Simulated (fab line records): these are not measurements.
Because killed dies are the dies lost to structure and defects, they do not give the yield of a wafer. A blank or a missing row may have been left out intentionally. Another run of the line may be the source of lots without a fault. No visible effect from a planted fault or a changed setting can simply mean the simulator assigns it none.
The tool behind it: which one? || flow berkeleyCmos170 || 6 lots with 18 wafers sampled at 3 steps, on a route of 331 steps

## WHAT THE GAUGES READ, wafer by wafer
UCB170_SDANNEAL_RS_MEAS_04: a four-point-probe measurement.
{"lot": "L194", "measured": "day 8 18:38", "on": "filmMetro-04", "PLDD_RS (ohm/sq)": "1030.8 1029.4 1031.1"}
{"lot": "L195", "measured": "day 8 19:24", "on": "filmMetro-04", "PLDD_RS (ohm/sq)": "1033.4 1034.5 1032.8"}
{"lot": "L198", "measured": "day 9 09:09", "on": "filmMetro-03", "PLDD_RS (ohm/sq)": "1028.5 1029.7 1029.7"}
{"lot": "L203", "measured": "day 10 05:18", "on": "filmMetro-04", "PLDD_RS (ohm/sq)": "884.7 885.0 886.6 885.4 885.6 886.8"}
{"lot": "L208", "measured": "day 11 03:41", "on": "filmMetro-02", "PLDD_RS (ohm/sq)": "1030.4 1030.4 1030.4"}
{"lot": "L214", "measured": "day 12 07:20", "on": "filmMetro-02", "PLDD_RS (ohm/sq)": "1035.6 1035.1 1034.9"}

## WHICH TOOL RAN EACH LOT (tool, then ch and the chambers of the sampled wafers, then the start)
{"lot": "L194", "UCB170_PVT_STRIP_08": "plasmaAsher-02 ch 0,1, day 7 09:08", "UCB170_PLDD_IMPLANT_09": "implanter-02 ch 0, day 8 05:35"}
{"lot": "L195", "UCB170_PVT_STRIP_08": "plasmaAsher-04 ch 0,1, day 7 09:46", "UCB170_PLDD_IMPLANT_09": "implanter-01 ch 0, day 8 05:52"}
{"lot": "L198", "UCB170_PVT_STRIP_08": "plasmaAsher-01 ch 0,1, day 8 00:57", "UCB170_PLDD_IMPLANT_09": "implanter-02 ch 0, day 8 17:27"}
{"lot": "L203", "UCB170_PVT_STRIP_08": "plasmaAsher-04 ch 0,1, day 8 21:38", "UCB170_PLDD_IMPLANT_09": "implanter-04 ch 0, day 9 14:00"}
{"lot": "L208", "UCB170_PVT_STRIP_08": "plasmaAsher-02 ch 0,1, day 9 20:49", "UCB170_PLDD_IMPLANT_09": "implanter-02 ch 0, day 10 12:21"}
{"lot": "L214", "UCB170_PVT_STRIP_08": "plasmaAsher-04 ch 0,1, day 10 21:44", "UCB170_PLDD_IMPLANT_09": "implanter-02 ch 0, day 11 17:09"}
- UCB170_PVT_STRIP_08: strips in O2.
- UCB170_PLDD_IMPLANT_09

## THE ANSWER, worked out from the rows above alone
Rule: the lots themselves supply what counts as usual. The widest of any qualifying gaps counts: lots, ordered by their means at a reading, are off when they make up no more than a third of the lots, leave a main group of 4 or more, and stand apart from it by 3 or more times the standard deviation of that group's means. A main group is skipped when, at the precision printed for the reading in the tables above, its means are all equal. A lot without any number at a reading at which 4 lots or more have one is off too. All remaining lots with rows at the step are treated as sound.
Off: L203, at UCB170_SDANNEAL_RS_MEAS_04 (PLDD_RS). For the main group the mean is 1031.8 ohm/sq and the standard deviation 2.2.
A tool fits if, at a process step before that reading, it ran every lot that is off, and no sound lot after the first of them. Those tools and the gauges at UCB170_SDANNEAL_RS_MEAS_04 are tried in the same way. Undecided on this evidence; 2 tools fit (implanter-04 at UCB170_PLDD_IMPLANT_09, filmMetro-04 at UCB170_SDANNEAL_RS_MEAS_04).

## WHAT WAS PUT IN BY THE SIMULATOR
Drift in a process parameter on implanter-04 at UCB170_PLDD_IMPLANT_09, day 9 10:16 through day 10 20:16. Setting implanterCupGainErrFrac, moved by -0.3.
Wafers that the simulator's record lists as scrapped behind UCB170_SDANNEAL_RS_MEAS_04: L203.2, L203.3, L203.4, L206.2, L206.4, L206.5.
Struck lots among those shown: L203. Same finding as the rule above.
